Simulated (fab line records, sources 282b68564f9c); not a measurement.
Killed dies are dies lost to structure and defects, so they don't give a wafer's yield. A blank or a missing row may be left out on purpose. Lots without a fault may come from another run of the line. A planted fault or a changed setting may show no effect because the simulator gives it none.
Which tool did it? | flow rit_cmos | 14 lots, 42 wafers sampled, at 5 steps of a route of 202

WHAT THE GAUGES READ, wafer by wafer
RIT_ACTIVE_THK_MEAS_02. Usual: ACTIVE_OXIDE_THK 43.1 nm, standard deviation 0.78.
lot  | measured    | on            | ACTIVE_OXIDE_THK (nm) | flag
L722 | day 1 13:34 | film_metro-02 | 43.5 43.5 42.7        |
L723 | day 1 17:31 | film_metro-02 | 42.4 41.7 43.1        |
L724 | day 1 22:16 | film_metro-02 | 43.2 43.6 44.0        |
L725 | day 2 03:04 | film_metro-02 | 44.0 44.8 44.6        |
L730 | day 3 05:02 | film_metro-02 | 49.6 49.3 48.9        | OFF
L732 | day 3 17:15 | film_metro-01 | 49.6 49.6 49.9        | OFF
L734 | day 4 00:04 | film_metro-01 | 42.7 42.5 42.6        |
L736 | day 4 10:47 | film_metro-01 | 42.6 42.2 42.0        |
L739 | day 5 01:55 | film_metro-03 | 43.6 43.5 43.8        |
L740 | day 5 08:54 | film_metro-01 | 42.0 42.4 42.5        |
L742 | day 5 17:13 | film_metro-02 | 42.5 43.5 43.0        |
L743 | day 5 21:47 | film_metro-03 | 42.3 43.1 42.2        |
L744 | day 6 02:20 | film_metro-01 | 43.2 44.3 43.9        |
L745 | day 6 08:29 | film_metro-03 | 43.0 42.4 43.1        |

RIT_NWELL_OVL_MEAS_06. Usual: NWELL_OVL -0.5 nm, standard deviation 1.2.
lot  | measured    | on         | NWELL_OVL (nm) | flag
L722 | day 1 23:29 | overlay-02 | -0.8 -0.7 -2.4 |
L723 | day 2 06:19 | overlay-01 | 1.8 2.1 1.5    |
L724 | day 2 08:46 | overlay-02 | -0.7 -2.1 -2.5 |
L725 | day 2 13:41 | overlay-01 | -0.2 -0.8 -1.8 |
L730 | day 3 20:34 | overlay-01 | 0.9 -1.0 -1.9  |
L732 | day 4 04:10 | overlay-02 | -0.2 1.1 -0.5  |
L734 | day 4 10:40 | overlay-02 | -0.7 0.3 -1.5  |
L736 | day 4 23:47 | overlay-02 | -1.1 0.0 1.3   |
L739 | day 5 17:15 | overlay-01 | 0.3 0.4 -0.8   |
L740 | day 5 20:41 | overlay-02 | 0.4 2.9 1.1    |
L742 | day 6 04:44 | overlay-01 | -1.5 -2.5 -1.1 |
L743 | day 6 14:16 | overlay-02 | -0.8 -1.3 1.8  |
L744 | day 6 20:37 | overlay-02 | -1.5 -0.5 -3.2 |
L745 | day 7 06:10 | overlay-01 | -0.5 1.7 -0.7  |

RIT_GATE_CD_MEAS_90: target cd 150 nm. Usual: cd_nm 149.3 nm, standard deviation 1.8.
lot  | measured    | on        | cd_nm (nm)        | flag
L722 | day 2 18:49 | cd_sem-02 | 150.5 151.9 151.2 |
L723 | day 3 02:02 | cd_sem-02 | 148.4 146.3 147.5 |
L724 | day 3 03:40 | cd_sem-02 | 145.8 146.5 146.5 |
L725 | day 3 11:09 | cd_sem-02 | 149.1 150.2 149.8 |
L730 | day 4 15:26 | cd_sem-02 | 151.0 151.5 152.0 |
L732 | day 5 01:33 | cd_sem-02 | 150.1 147.5 149.8 |
L734 | day 5 06:33 | cd_sem-02 | 149.6 149.9 148.1 |
L736 | day 6 01:04 | cd_sem-01 | 147.9 146.9 144.9 |
L739 | day 6 20:56 | cd_sem-02 | 151.0 151.1 151.8 |
L740 | day 6 20:31 | cd_sem-01 | 147.4 148.8 149.8 |
L742 | day 7 04:41 | cd_sem-01 | 149.9 148.6 147.0 |
L743 | day 7 14:15 | cd_sem-01 | 147.4 147.7 148.9 |
L744 | day 7 19:32 | cd_sem-01 | 150.3 152.9 148.9 |
L745 | day 8 06:18 | cd_sem-02 | 148.8 149.9 149.1 |

WHICH TOOL RAN EACH LOT (tool, then ch and the chambers of the sampled wafers, then the start)
lot  | RIT_ACTIVE_OXIDATION_01      | RIT_NWELL_STRIP_09
L722 | furnace-04 ch 0, day 1 11:37 | plasma_asher-02 ch 0,1, day 1 23:55
L723 | furnace-03 ch 0, day 1 15:35 | plasma_asher-03 ch 0,1, day 2 06:44
L724 | furnace-01 ch 0, day 1 20:19 | plasma_asher-04 ch 0,1, day 2 09:15
L725 | furnace-04 ch 0, day 2 01:07 | plasma_asher-02 ch 0,1, day 2 14:07
L730 | furnace-04 ch 0, day 3 03:06 | plasma_asher-04 ch 0,1, day 3 21:00
L732 | furnace-04 ch 0, day 3 15:18 | plasma_asher-03 ch 0,1, day 4 04:36
L734 | furnace-03 ch 0, day 3 22:07 | plasma_asher-03 ch 0,1, day 4 11:10
L736 | furnace-03 ch 0, day 4 08:50 | plasma_asher-04 ch 0,1, day 5 00:16
L739 | furnace-03 ch 0, day 4 23:59 | plasma_asher-03 ch 0,1, day 5 17:41
L740 | furnace-03 ch 0, day 5 06:58 | plasma_asher-03 ch 0,1, day 5 21:07
L742 | furnace-03 ch 0, day 5 15:17 | plasma_asher-02 ch 0,1, day 6 05:11
L743 | furnace-01 ch 0, day 5 19:49 | plasma_asher-04 ch 0,1, day 6 14:44
L744 | furnace-01 ch 0, day 6 00:23 | plasma_asher-03 ch 0, day 6 21:02
L745 | furnace-03 ch 0, day 6 06:32 | plasma_asher-03 ch 0,1, day 7 06:36
- RIT_ACTIVE_OXIDATION_01: target thk 46.8 nm, ox time 3360 s.
- RIT_NWELL_STRIP_09: strips in O2, time 180 s.

WHAT THE TOOLS THEMSELVES READ (means of the sampled wafers that have a number; where no wafer has one, the mark that the record gives instead)
RIT_NWELL_STRIP_09. Usual: chamber_pressure_mTorr 4000 mTorr, standard deviation 3.4; drypump_motor_current_A 5.8 A, standard deviation 0.41.
lot  | tool            | chamber_pressure_mTorr (mTorr) | drypump_motor_current_A (A) | flag
L722 | plasma_asher-02 | 4004                           | 6.1                         |
L723 | plasma_asher-03 | 4000                           | 5.9                         |
L724 | plasma_asher-04 | 3996                           | 5.4                         |
L725 | plasma_asher-02 | 4002                           | 6.1                         |
L730 | plasma_asher-04 | 3997                           | 5.4                         |
L732 | plasma_asher-03 | 3999                           | 5.9                         |
L734 | plasma_asher-03 | 4003                           | 5.9                         |
L736 | plasma_asher-04 | 4000                           | 5.8                         |
L739 | plasma_asher-03 | 4000                           | 5.9                         |
L740 | plasma_asher-03 | 4002                           | 5.7                         |
L742 | plasma_asher-02 | 4002                           | 6.1                         |
L743 | plasma_asher-04 | 4002                           | 5.5                         |
L744 | plasma_asher-03 | 4004                           | 6.2                         |
L745 | plasma_asher-03 | 3999                           | 5.7                         |

THE ANSWER, worked out from the rows above alone
Rule: a lot is off if the mean of its wafers that have a number lies more than 3 standard deviations from the usual mean. A lot without any number at a reading at which 4 lots or more have one is off too. The other lots that the step has rows for count as sound. The gauges are gone through in route order, then the tools' own readings, and for those a lot's mean is taken as printed above. The first step at which some lot is off is used, and at that step the reading that is off furthest; a lot without a number counts as furthest.
Off: L730, L732, at RIT_ACTIVE_THK_MEAS_02 (ACTIVE_OXIDE_THK).
A tool fits if, at a process step before that reading, it ran every lot that is off, and no sound lot after the first of them. The gauges at RIT_ACTIVE_THK_MEAS_02 are tried like those tools. One fits: furnace-04 at RIT_ACTIVE_OXIDATION_01. Its last sound lot is L725 (day 2 01:07), its first lot that is off L730 (day 3 03:06): a fault that began between those two fits.

WHAT THE SIMULATOR HAD PUT IN
Process parameter drift: furnace-04, from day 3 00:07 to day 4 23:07, at RIT_ACTIVE_OXIDATION_01. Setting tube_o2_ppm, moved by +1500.
Lots struck among those shown: L730, L732. The rule above found the same.
